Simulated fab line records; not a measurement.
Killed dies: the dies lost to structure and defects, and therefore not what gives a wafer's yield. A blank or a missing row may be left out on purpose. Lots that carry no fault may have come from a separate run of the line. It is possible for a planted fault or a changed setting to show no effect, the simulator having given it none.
fab line records / flow ritCmos
record lots=6 wafers=18 lastDay=7
route steps=202 shown PWELL@46 WELLDRIVE@50 NWELL@51 NRETRO@53 M1@202
lots that met no fault: taken from a fault-free run of the same line
startH: the number of hours between the record's first day and the start of the first shown wafer of the lot / waitH: hours from the lot's prior step to this one / " identical to the entry in the row above / L1.1+2: a single row standing in for several wafers / - value missing, or start not given / * or withheld: withheld / < > ~ a bound
route shown NAME@n: names a module that has steps shown in the file, with the first one's number in the route / usual: mean/standard deviation of fault-free wafers / same: alike in all rows / chamber/n: place in a boat / sites: readings site by site / _std_site: standard deviation across them / _edge_site: the outer-site mean with the inner-site mean subtracted / radiusMm: for every site, how far away it sits from the centre of the wafer / mask NAME#n: copy n / behind: the tool/chamber that last shaped the wafer / hold: why the lot went on hold/how many hours it stayed there/how the hold came to an end / device: whichever transistor did not switch (one of n, p or np) / end of line: at the end of the route, the tests of the same wafers / for a step that has no rows: nothing shown but its recipe / killed: not the wafer's yield, but the dies lost to structure and defects at the first sort / map: per-die view of a wafer (x killed, . not killed, _ where there is no die)
set.NAME: setting as actually run; set.NAME@STEP: the setting as run at that earlier step / model.NAME: the simulator's own value behind a step, which no gauge read
lots seen at some steps along the route; tables by step, rows by wafer
services: from which hour (startH, from the record's first day; less than 0 if before it) a tool's chamber was out of use, for how many hours, and why
## steps
# step RIT_PWELL_HARDBAKE_07
# recipe resist=NOVOLAK tempC=140 timeS=120
# step RIT_PWELL_IMPLANT_08
# recipe species=B energyKev=170 doseCm2=7.089e+13 tiltDeg=7
# step RIT_PWELL_STRIP_09
# recipe chemistry=O2 timeS=180 resist=NOVOLAK platenTempC=withheld powerW=500 pressureMtorr=4000 o2FlowSccm=4000
# usual drypumpMotorCurrentA=5.7/0.65 rfReflPowerW=7.1/1.2
lot.wafer=L556.1 tool=plasmaAsher-04 chamber=1 startH=28.69 waitH=0.1 drypumpMotorCurrentA=6.6 rfHoursCounterH=36 rfReflPowerW=9.4
lot.wafer=L556.3 tool=plasmaAsher-04 chamber=1 startH=28.69 waitH=0.1 drypumpMotorCurrentA=6.7 rfHoursCounterH=- rfReflPowerW=9.5
lot.wafer=L556.4 tool=plasmaAsher-04 chamber=0 startH=28.69 waitH=0.1 drypumpMotorCurrentA=5.4 rfHoursCounterH=- rfReflPowerW=6.3
lot.wafer=L557.1 tool=plasmaAsher-01 chamber=1 startH=34.82 waitH=0.1 drypumpMotorCurrentA=6.4 rfHoursCounterH=25 rfReflPowerW=6.3
lot.wafer=L557.3 tool=plasmaAsher-01 chamber=0 startH=34.82 waitH=0.1 drypumpMotorCurrentA=4.9 rfHoursCounterH=- rfReflPowerW=6.3
lot.wafer=L557.4 tool=plasmaAsher-01 chamber=1 startH=34.82 waitH=0.1 drypumpMotorCurrentA=6.4 rfHoursCounterH=- rfReflPowerW=6.3
lot.wafer=L564.1 tool=plasmaAsher-01 chamber=0 startH=68.98 waitH=0.1 drypumpMotorCurrentA=4.9 rfHoursCounterH=29 rfReflPowerW=6.2
lot.wafer=L564.3 tool=plasmaAsher-01 chamber=0 startH=68.98 waitH=0.1 drypumpMotorCurrentA=4.9 rfHoursCounterH=- rfReflPowerW=6.3
lot.wafer=L564.4 tool=plasmaAsher-01 chamber=1 startH=68.98 waitH=0.1 drypumpMotorCurrentA=6.3 rfHoursCounterH=- rfReflPowerW=6.5
lot.wafer=L572.2 tool=plasmaAsher-04 chamber=1 startH=108.95 waitH=0.1 drypumpMotorCurrentA=6.6 rfHoursCounterH=45 rfReflPowerW=9.1
lot.wafer=L572.3 tool=plasmaAsher-04 chamber=1 startH=108.95 waitH=0.1 drypumpMotorCurrentA=6.7 rfHoursCounterH=- rfReflPowerW=9.3
lot.wafer=L572.4 tool=plasmaAsher-04 chamber=0 startH=108.95 waitH=0.1 drypumpMotorCurrentA=5.4 rfHoursCounterH=- rfReflPowerW=6.0
lot.wafer=L575.3 tool=plasmaAsher-01 chamber=1 startH=126.61 waitH=0.1 drypumpMotorCurrentA=6.4 rfHoursCounterH=- rfReflPowerW=6.2
lot.wafer=L575.5 tool=plasmaAsher-01 chamber=0 startH=126.61 waitH=0.1 drypumpMotorCurrentA=4.9 rfHoursCounterH=- rfReflPowerW=6.2
lot.wafer=L575.6 tool=plasmaAsher-01 chamber=1 startH=126.61 waitH=0.1 drypumpMotorCurrentA=6.4 rfHoursCounterH=- rfReflPowerW=6.0
lot.wafer=L578.1 tool=plasmaAsher-03 chamber=0 startH=140.99 waitH=0.1 drypumpMotorCurrentA=5.3 rfHoursCounterH=2 rfReflPowerW=7.5
lot.wafer=L578.2 tool=plasmaAsher-03 chamber=1 startH=140.99 waitH=0.1 drypumpMotorCurrentA=5.5 rfHoursCounterH=2 rfReflPowerW=8.7
lot.wafer=L578.4 tool=plasmaAsher-03 chamber=1 startH=140.99 waitH=0.1 drypumpMotorCurrentA=5.5 rfHoursCounterH=- rfReflPowerW=8.6
# step RIT_PWELL_TW_MEAS_10
# usual PWELL_TW=941/8.5
lot.wafer=L556.1 tool=filmMetro-03 chamber=- startH=28.87 waitH=0.1 PWELL_TW=944
lot.wafer=L556.3 tool=filmMetro-03 chamber=- startH=28.87 waitH=0.1 PWELL_TW=943
lot.wafer=L556.4 tool=filmMetro-03 chamber=- startH=28.87 waitH=0.1 PWELL_TW=945
lot.wafer=L557.1 tool=filmMetro-02 chamber=- startH=34.99 waitH=0.1 PWELL_TW=949
lot.wafer=L557.3 tool=filmMetro-02 chamber=- startH=34.99 waitH=0.1 PWELL_TW=950
lot.wafer=L557.4 tool=filmMetro-02 chamber=- startH=34.99 waitH=0.1 PWELL_TW=951
lot.wafer=L564.1 tool=filmMetro-02 chamber=- startH=69.15 waitH=0.1 PWELL_TW=951
lot.wafer=L564.3 tool=filmMetro-02 chamber=- startH=69.15 waitH=0.1 PWELL_TW=953
lot.wafer=L564.4 tool=filmMetro-02 chamber=- startH=69.15 waitH=0.1 PWELL_TW=943
lot.wafer=L572.2 tool=filmMetro-03 chamber=- startH=109.14 waitH=0.1 PWELL_TW=935
lot.wafer=L572.3 tool=filmMetro-03 chamber=- startH=109.14 waitH=0.1 PWELL_TW=935
lot.wafer=L572.4 tool=filmMetro-03 chamber=- startH=109.14 waitH=0.1 PWELL_TW=935
lot.wafer=L575.3 tool=filmMetro-02 chamber=- startH=126.75 waitH=0.1 PWELL_TW=963
lot.wafer=L575.5 tool=filmMetro-02 chamber=- startH=126.75 waitH=0.1 PWELL_TW=961
lot.wafer=L575.6 tool=filmMetro-02 chamber=- startH=126.75 waitH=0.1 PWELL_TW=957
lot.wafer=L578.1 tool=filmMetro-03 chamber=- startH=141.17 waitH=0.1 PWELL_TW=936
lot.wafer=L578.2 tool=filmMetro-03 chamber=- startH=141.17 waitH=0.1 PWELL_TW=940
lot.wafer=L578.4 tool=filmMetro-03 chamber=- startH=141.17 waitH=0.1 PWELL_TW=940
# step RIT_WELLDRIVE_ANNEAL_00
# recipe tempC=1100 timeS=14700 ambient=N2
# step RIT_WELLDRIVE_RS_MEAS_01
# recipe thkMeasGauge=four-point-probe
# usual NWELL_RS=275.5/0.63
lot.wafer=L556.1 tool=filmMetro-03 chamber=- startH=35.55 waitH=0.0 NWELL_RS[ohm/sq]=274.2
lot.wafer=L556.3 tool=filmMetro-03 chamber=- startH=35.55 waitH=0.0 NWELL_RS[ohm/sq]=275.0
lot.wafer=L556.4 tool=filmMetro-03 chamber=- startH=35.55 waitH=0.0 NWELL_RS[ohm/sq]=274.9
lot.wafer=L557.1 tool=filmMetro-02 chamber=- startH=40.13 waitH=0.0 NWELL_RS[ohm/sq]=275.8
lot.wafer=L557.3 tool=filmMetro-02 chamber=- startH=40.13 waitH=0.0 NWELL_RS[ohm/sq]=276.4
lot.wafer=L557.4 tool=filmMetro-02 chamber=- startH=40.13 waitH=0.0 NWELL_RS[ohm/sq]=275.3
lot.wafer=L564.1 tool=filmMetro-03 chamber=- startH=74.69 waitH=0.0 NWELL_RS[ohm/sq]=274.6
lot.wafer=L564.3 tool=filmMetro-03 chamber=- startH=74.69 waitH=0.0 NWELL_RS[ohm/sq]=274.8
lot.wafer=L564.4 tool=filmMetro-03 chamber=- startH=74.69 waitH=0.0 NWELL_RS[ohm/sq]=274.2
lot.wafer=L572.2 tool=filmMetro-02 chamber=- startH=114.80 waitH=0.0 NWELL_RS[ohm/sq]=274.9
lot.wafer=L572.3 tool=filmMetro-02 chamber=- startH=114.80 waitH=0.0 NWELL_RS[ohm/sq]=275.1
lot.wafer=L572.4 tool=filmMetro-02 chamber=- startH=114.80 waitH=0.0 NWELL_RS[ohm/sq]=275.2
lot.wafer=L575.3 tool=filmMetro-02 chamber=- startH=133.10 waitH=0.0 NWELL_RS[ohm/sq]=274.5
lot.wafer=L575.5 tool=filmMetro-02 chamber=- startH=133.10 waitH=0.0 NWELL_RS[ohm/sq]=276.1
lot.wafer=L575.6 tool=filmMetro-02 chamber=- startH=133.10 waitH=0.0 NWELL_RS[ohm/sq]=274.3
lot.wafer=L578.1 tool=filmMetro-03 chamber=- startH=146.60 waitH=0.0 NWELL_RS[ohm/sq]=275.7
lot.wafer=L578.2 tool=filmMetro-03 chamber=- startH=146.60 waitH=0.0 NWELL_RS[ohm/sq]=275.4
lot.wafer=L578.4 tool=filmMetro-03 chamber=- startH=146.60 waitH=0.0 NWELL_RS[ohm/sq]=275.1
# step RIT_WELLDRIVE_RS_MEAS_02
# recipe thkMeasGauge=four-point-probe
# usual PWELL_RS=426.3/1.2
lot.wafer=L556.1 tool=filmMetro-03 chamber=- startH=35.67 waitH=0.1 PWELL_RS[ohm/sq]=425.3
lot.wafer=L556.3 tool=filmMetro-03 chamber=- startH=35.67 waitH=0.1 PWELL_RS[ohm/sq]=424.6
lot.wafer=L556.4 tool=filmMetro-03 chamber=- startH=35.67 waitH=0.1 PWELL_RS[ohm/sq]=425.2
lot.wafer=L557.1 tool=filmMetro-02 chamber=- startH=40.25 waitH=0.1 PWELL_RS[ohm/sq]=427.2
lot.wafer=L557.3 tool=filmMetro-02 chamber=- startH=40.25 waitH=0.1 PWELL_RS[ohm/sq]=426.4
lot.wafer=L557.4 tool=filmMetro-02 chamber=- startH=40.25 waitH=0.1 PWELL_RS[ohm/sq]=425.3
lot.wafer=L564.1 tool=filmMetro-03 chamber=- startH=74.81 waitH=0.1 PWELL_RS[ohm/sq]=423.6
lot.wafer=L564.3 tool=filmMetro-03 chamber=- startH=74.81 waitH=0.1 PWELL_RS[ohm/sq]=426.6
lot.wafer=L564.4 tool=filmMetro-03 chamber=- startH=74.81 waitH=0.1 PWELL_RS[ohm/sq]=426.4
lot.wafer=L572.2 tool=filmMetro-02 chamber=- startH=114.92 waitH=0.1 PWELL_RS[ohm/sq]=427.2
lot.wafer=L572.3 tool=filmMetro-02 chamber=- startH=114.92 waitH=0.1 PWELL_RS[ohm/sq]=427.8
lot.wafer=L572.4 tool=filmMetro-02 chamber=- startH=114.92 waitH=0.1 PWELL_RS[ohm/sq]=426.8
lot.wafer=L575.3 tool=filmMetro-02 chamber=- startH=133.22 waitH=0.1 PWELL_RS[ohm/sq]=427.1
lot.wafer=L575.5 tool=filmMetro-02 chamber=- startH=133.22 waitH=0.1 PWELL_RS[ohm/sq]=425.1
lot.wafer=L575.6 tool=filmMetro-02 chamber=- startH=133.22 waitH=0.1 PWELL_RS[ohm/sq]=427.5
lot.wafer=L578.1 tool=filmMetro-03 chamber=- startH=146.72 waitH=0.1 PWELL_RS[ohm/sq]=424.8
lot.wafer=L578.2 tool=filmMetro-03 chamber=- startH=146.72 waitH=0.1 PWELL_RS[ohm/sq]=423.3
lot.wafer=L578.4 tool=filmMetro-03 chamber=- startH=146.72 waitH=0.1 PWELL_RS[ohm/sq]=425.1
# step RIT_NRETRO_HMDS_00
# recipe primeTimeS=60 primeTempC=140
# step RIT_NRETRO_COAT_01
# recipe resist=NOVOLAK spinRpm=2000 resistThkNm=1300
# step RIT_NRETRO_SOFTBAKE_02
# recipe resist=NOVOLAK tempC=90 timeS=60
# step RIT_NRETRO_EXPOSE_03
# recipe maskId=M4 na=0.57 targetCdNm=43900 doseMj=250
# step RIT_NRETRO_PEB_04
# recipe resist=NOVOLAK tempC=withheld timeS=withheld
# step RIT_NRETRO_DEVELOP_05
# recipe resist=NOVOLAK developTimeS=68 devTempC=23
# usual developerTempC=23.01/0.11
lot.wafer=L556.1 tool=lithoTrack-02 chamber=0 startH=36 waitH=- developerTempC=22.98
lot.wafer=L556.3 tool=lithoTrack-02 chamber=0 startH=36 waitH=- developerTempC=22.92
lot.wafer=L556.4 tool=lithoTrack-02 chamber=0 startH=36 waitH=- developerTempC=23.04
lot.wafer=L557.1 tool=lithoTrack-03 chamber=0 startH=41 waitH=- developerTempC=23.20
lot.wafer=L557.3 tool=lithoTrack-03 chamber=0 startH=41 waitH=- developerTempC=23.16
lot.wafer=L557.4 tool=lithoTrack-03 chamber=0 startH=41 waitH=- developerTempC=23.07
lot.wafer=L564.1 tool=lithoTrack-04 chamber=0 startH=75 waitH=- developerTempC=22.92
lot.wafer=L564.3 tool=lithoTrack-04 chamber=0 startH=75 waitH=- developerTempC=22.96
lot.wafer=L564.4 tool=lithoTrack-04 chamber=0 startH=75 waitH=- developerTempC=22.97
lot.wafer=L572.2 tool=lithoTrack-03 chamber=0 startH=115 waitH=- developerTempC=24.05
lot.wafer=L572.3 tool=lithoTrack-03 chamber=0 startH=115 waitH=- developerTempC=24.08
lot.wafer=L572.4 tool=lithoTrack-03 chamber=0 startH=115 waitH=- developerTempC=24.01
lot.wafer=L575.3 tool=lithoTrack-03 chamber=0 startH=134 waitH=- developerTempC=23.79
lot.wafer=L575.5 tool=lithoTrack-03 chamber=0 startH=134 waitH=- developerTempC=23.91
lot.wafer=L575.6 tool=lithoTrack-03 chamber=0 startH=134 waitH=- developerTempC=23.86
lot.wafer=L578.1 tool=lithoTrack-04 chamber=0 startH=147 waitH=- developerTempC=23.07
lot.wafer=L578.2 tool=lithoTrack-04 chamber=0 startH=147 waitH=- developerTempC=23.13
lot.wafer=L578.4 tool=lithoTrack-04 chamber=0 startH=147 waitH=- developerTempC=23.18
# step RIT_NRETRO_OVL_MEAS_06
# usual NRETRO_OVL=0.5/1.5
lot.wafer=L556.1 tool=overlay-02 chamber=- startH=36.67 waitH=- NRETRO_OVL[nm]=1.3
lot.wafer=L556.3 tool=overlay-02 chamber=- startH=36.67 waitH=- NRETRO_OVL[nm]=1.7
lot.wafer=L556.4 tool=overlay-02 chamber=- startH=36.67 waitH=- NRETRO_OVL[nm]=1.4
lot.wafer=L557.1 tool=overlay-02 chamber=- startH=41.25 waitH=- NRETRO_OVL[nm]=0.3
lot.wafer=L557.3 tool=overlay-02 chamber=- startH=41.25 waitH=- NRETRO_OVL[nm]=-2.5
lot.wafer=L557.4 tool=overlay-02 chamber=- startH=41.25 waitH=- NRETRO_OVL[nm]=-0.2
lot.wafer=L564.1 tool=overlay-02 chamber=- startH=75.81 waitH=- NRETRO_OVL[nm]=0.2
lot.wafer=L564.3 tool=overlay-02 chamber=- startH=75.81 waitH=- NRETRO_OVL[nm]=-1.7
lot.wafer=L564.4 tool=overlay-02 chamber=- startH=75.81 waitH=- NRETRO_OVL[nm]=-1.1
lot.wafer=L572.2 tool=overlay-02 chamber=- startH=116.03 waitH=- NRETRO_OVL[nm]=-1.2
lot.wafer=L572.3 tool=overlay-02 chamber=- startH=116.03 waitH=- NRETRO_OVL[nm]=-0.5
lot.wafer=L572.4 tool=overlay-02 chamber=- startH=116.03 waitH=- NRETRO_OVL[nm]=0.6
lot.wafer=L575.3 tool=overlay-01 chamber=- startH=134.32 waitH=- NRETRO_OVL[nm]=0.1
lot.wafer=L575.5 tool=overlay-01 chamber=- startH=134.32 waitH=- NRETRO_OVL[nm]=0.8
lot.wafer=L575.6 tool=overlay-01 chamber=- startH=134.32 waitH=- NRETRO_OVL[nm]=0.5
lot.wafer=L578.1 tool=overlay-02 chamber=- startH=147.84 waitH=- NRETRO_OVL[nm]=-0.7
lot.wafer=L578.2 tool=overlay-02 chamber=- startH=147.84 waitH=- NRETRO_OVL[nm]=-2.1
lot.wafer=L578.4 tool=overlay-02 chamber=- startH=147.84 waitH=- NRETRO_OVL[nm]=-2.7
# step RIT_M1_PROBE_99
# usual killed_at_M0_to_M3=0.0/0.2 killedAtContacts=0.1/0.25 killedAtFrontEnd=6/3.1 killedDies=6/3.1 killedOpen=2.9/2 killedShort=3.3/2
# same grossDies=264 killed_at_M4_up=0 killedAtBackSide=0 killedAtOther=0
lot.wafer=L556.1 tool=prober-01 chamber=- startH=65.87 waitH=0.1 killed_at_M0_to_M3=0 killedAtContacts=0 killedAtFrontEnd=3 killedDies=3 killedOpen=1 killedShort=2
lot.wafer=L556.3 tool=prober-01 chamber=- startH=65.97 waitH=0.2 killed_at_M0_to_M3=0 killedAtContacts=0 killedAtFrontEnd=6 killedDies=6 killedOpen=5 killedShort=1
lot.wafer=L556.4 tool=prober-01 chamber=- startH=66.02 waitH=0.2 killed_at_M0_to_M3=0 killedAtContacts=0 killedAtFrontEnd=7 killedDies=7 killedOpen=3 killedShort=4
lot.wafer=L557.1 tool=prober-02 chamber=- startH=73.22 waitH=0.1 killed_at_M0_to_M3=0 killedAtContacts=1 killedAtFrontEnd=8 killedDies=9 killedOpen=8 killedShort=1
lot.wafer=L557.3 tool=prober-02 chamber=- startH=73.32 waitH=0.2 killed_at_M0_to_M3=0 killedAtContacts=0 killedAtFrontEnd=6 killedDies=6 killedOpen=3 killedShort=3
lot.wafer=L557.4 tool=prober-02 chamber=- startH=73.37 waitH=0.2 killed_at_M0_to_M3=0 killedAtContacts=0 killedAtFrontEnd=6 killedDies=6 killedOpen=4 killedShort=2
lot.wafer=L564.1 tool=prober-01 chamber=- startH=105.46 waitH=0.1 killed_at_M0_to_M3=0 killedAtContacts=0 killedAtFrontEnd=9 killedDies=9 killedOpen=5 killedShort=4
lot.wafer=L564.3 tool=prober-01 chamber=- startH=105.56 waitH=0.2 killed_at_M0_to_M3=0 killedAtContacts=0 killedAtFrontEnd=6 killedDies=6 killedOpen=1 killedShort=5
lot.wafer=L564.4 tool=prober-01 chamber=- startH=105.61 waitH=0.2 killed_at_M0_to_M3=0 killedAtContacts=0 killedAtFrontEnd=5 killedDies=5 killedOpen=1 killedShort=4
lot.wafer=L572.2 tool=prober-01 chamber=- startH=146.38 waitH=0.1 killed_at_M0_to_M3=0 killedAtContacts=0 killedAtFrontEnd=8 killedDies=8 killedOpen=3 killedShort=5
lot.wafer=L572.3 tool=prober-01 chamber=- startH=146.43 waitH=0.2 killed_at_M0_to_M3=1 killedAtContacts=0 killedAtFrontEnd=7 killedDies=8 killedOpen=3 killedShort=5
lot.wafer=L572.4 tool=prober-01 chamber=- startH=146.48 waitH=0.2 killed_at_M0_to_M3=0 killedAtContacts=0 killedAtFrontEnd=6 killedDies=6 killedOpen=2 killedShort=4
lot.wafer=L575.3 tool=prober-02 chamber=- startH=161.87 waitH=0.2 killed_at_M0_to_M3=0 killedAtContacts=0 killedAtFrontEnd=11 killedDies=11 killedOpen=7 killedShort=4
lot.wafer=L575.5 tool=prober-02 chamber=- startH=161.97 waitH=0.2 killed_at_M0_to_M3=0 killedAtContacts=0 killedAtFrontEnd=9 killedDies=9 killedOpen=5 killedShort=4
lot.wafer=L575.6 tool=prober-02 chamber=- startH=162.02 waitH=0.2 killed_at_M0_to_M3=0 killedAtContacts=0 killedAtFrontEnd=9 killedDies=9 killedOpen=3 killedShort=6
lot.wafer=L578.1 tool=prober-01 chamber=- startH=176.13 waitH=0.1 killed_at_M0_to_M3=0 killedAtContacts=0 killedAtFrontEnd=13 killedDies=13 killedOpen=4 killedShort=9
lot.wafer=L578.2 tool=prober-01 chamber=- startH=176.18 waitH=0.1 killed_at_M0_to_M3=0 killedAtContacts=0 killedAtFrontEnd=8 killedDies=8 killedOpen=4 killedShort=4
lot.wafer=L578.4 tool=prober-01 chamber=- startH=176.28 waitH=0.2 killed_at_M0_to_M3=0 killedAtContacts=0 killedAtFrontEnd=5 killedDies=5 killedOpen=3 killedShort=2
# killed by level:class
L556.1 GATE:geometricParticle:short=2 GATE:geometricParticle:open=1
L556.3 GATE:geometricParticle:open=2 ACTIVE:geometricParticle:open=1 FOX2:geometricParticle:open=1 SPACER:geometricParticle:short=1 SILICIDE:geometricParticle:open=1
L556.4 GATE:geometricParticle:short=2 SILICIDE:geometricParticle:open=2 FOX1:geometricParticle:short=1 GATE:geometricParticle:open=1 SILICIDE:geometricParticle:short=1
L557.1 FOX1:geometricParticle:open=2 SILICIDE:geometricParticle:open=2 FOX2:geometricParticle:open=1 GATE:geometricParticle:open=1 GATE:geometricParticle:short=1 SPACER:geometricParticle:open=1 CONTACT:geometricParticle:open=1
L557.3 GATE:geometricParticle:short=2 FOX2:geometricParticle:open=1 GATE:geometricParticle:open=1 SILICIDE:geometricParticle:short=1 SILICIDE:geometricParticle:open=1
L557.4 FOX2:geometricParticle:open=1 GATE:geometricParticle:open=1 SPACER:geometricParticle:open=1 SPACER:geometricParticle:short=1 SILICIDE:geometricParticle:open=1 SILICIDE:geometricParticle:short=1
L564.1 GATE:geometricParticle:short=3 GATE:geometricParticle:open=2 FOX1:geometricParticle:open=1 FOX2:geometricParticle:open=1 REOX:geometricParticle:short=1 SPACER:geometricParticle:open=1
L564.3 SPACER:geometricParticle:short=2 FOX2:geometricParticle:short=1 FOX2:geometricParticle:open=1 GATE:geometricParticle:short=1 REOX:geometricParticle:short=1
L564.4 REOX:geometricParticle:short=2 FOX1:geometricParticle:short=1 GATE:geometricParticle:open=1 SPACER:geometricParticle:short=1
L572.2 GATE:geometricParticle:open=2 REOX:geometricParticle:short=2 SPACER:geometricParticle:short=2 SILICIDE:geometricParticle:open=1 SILICIDE:geometricParticle:short=1
L572.3 FOX1:geometricParticle:short=2 REOX:geometricParticle:short=2 SILICIDE:geometricParticle:open=2 SPACER:geometricParticle:open=1 M1:geometricParticle:short=1
L572.4 FOX2:geometricParticle:open=1 GATE:geometricParticle:short=1 REOX:geometricParticle:short=1 SPACER:geometricParticle:open=1 SPACER:geometricParticle:short=1 SILICIDE:geometricParticle:short=1
L575.3 FOX1:geometricParticle:open=2 GATE:geometricParticle:open=2 SILICIDE:geometricParticle:open=2 FOX1:geometricParticle:short=1 GATE:geometricParticle:short=1 REOX:geometricParticle:open=1 REOX:geometricParticle:short=1 SILICIDE:geometricParticle:short=1
L575.5 FOX1:geometricParticle:open=2 GATE:geometricParticle:open=2 REOX:geometricParticle:short=2 GATE:geometricParticle:short=1 SPACER:geometricParticle:open=1 SILICIDE:geometricParticle:short=1
L575.6 GATE:geometricParticle:short=3 REOX:geometricParticle:open=2 FOX1:geometricParticle:short=1 GATE:geometricParticle:open=1 SPACER:geometricParticle:short=1 SILICIDE:geometricParticle:short=1
L578.1 SPACER:geometricParticle:short=3 SILICIDE:geometricParticle:short=3 GATE:geometricParticle:short=2 REOX:geometricParticle:open=2 FOX1:geometricParticle:open=1 FOX1:geometricParticle:short=1 SPACER:geometricParticle:open=1
L578.2 FOX1:geometricParticle:short=2 GATE:geometricParticle:short=2 FOX2:geometricParticle:open=1 GATE:geometricParticle:open=1 SPACER:geometricParticle:open=1 SILICIDE:geometricParticle:open=1
L578.4 FOX2:geometricParticle:open=3 GATE:geometricParticle:short=1 SPACER:geometricParticle:short=1
## services
tool=plasmaAsher-04 chamber=- startH=21.83 hours=2.8 kind=pm
tool=plasmaAsher-03 chamber=- startH=88.64 hours=1.2 kind=repair
tool=plasmaAsher-03 chamber=- startH=108.75 hours=9.0 kind=pm
tool=plasmaAsher-03 chamber=0 startH=108.75 hours=9.0 kind=ventCycle
tool=plasmaAsher-03 chamber=1 startH=108.75 hours=9.0 kind=ventCycle
tool=plasmaAsher-03 chamber=0 startH=117.75 hours=- kind=clean
tool=plasmaAsher-03 chamber=1 startH=117.75 hours=- kind=clean
## key
firstSign step=RIT_NRETRO_DEVELOP_05 reading=developerTempC direction=up sigmas=8.6 usual=* struck=*
effect none on later readings
metAt RIT_NRETRO_DEVELOP_05
struckWafers L572.2,L572.3,L572.4,L575.3,L575.5,L575.6
testerLeftOut L572,L575
onsetBetween 41 115
fault kind=processParameterDrift tool=lithoTrack-03 chamber=- onsetH=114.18 steps=RIT_NRETRO_DEVELOP_05 channel=devTempC offset=* shape=step endH=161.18 actsIn=* stated=*
# testerLeftOut: of these lots the tester's yield and bins aren't shown, on N5 and GAA mostly nor the transistor test; their killed dies are dies lost to structure and defects alone, not to doping, threshold or leakage, so they don't give the yield
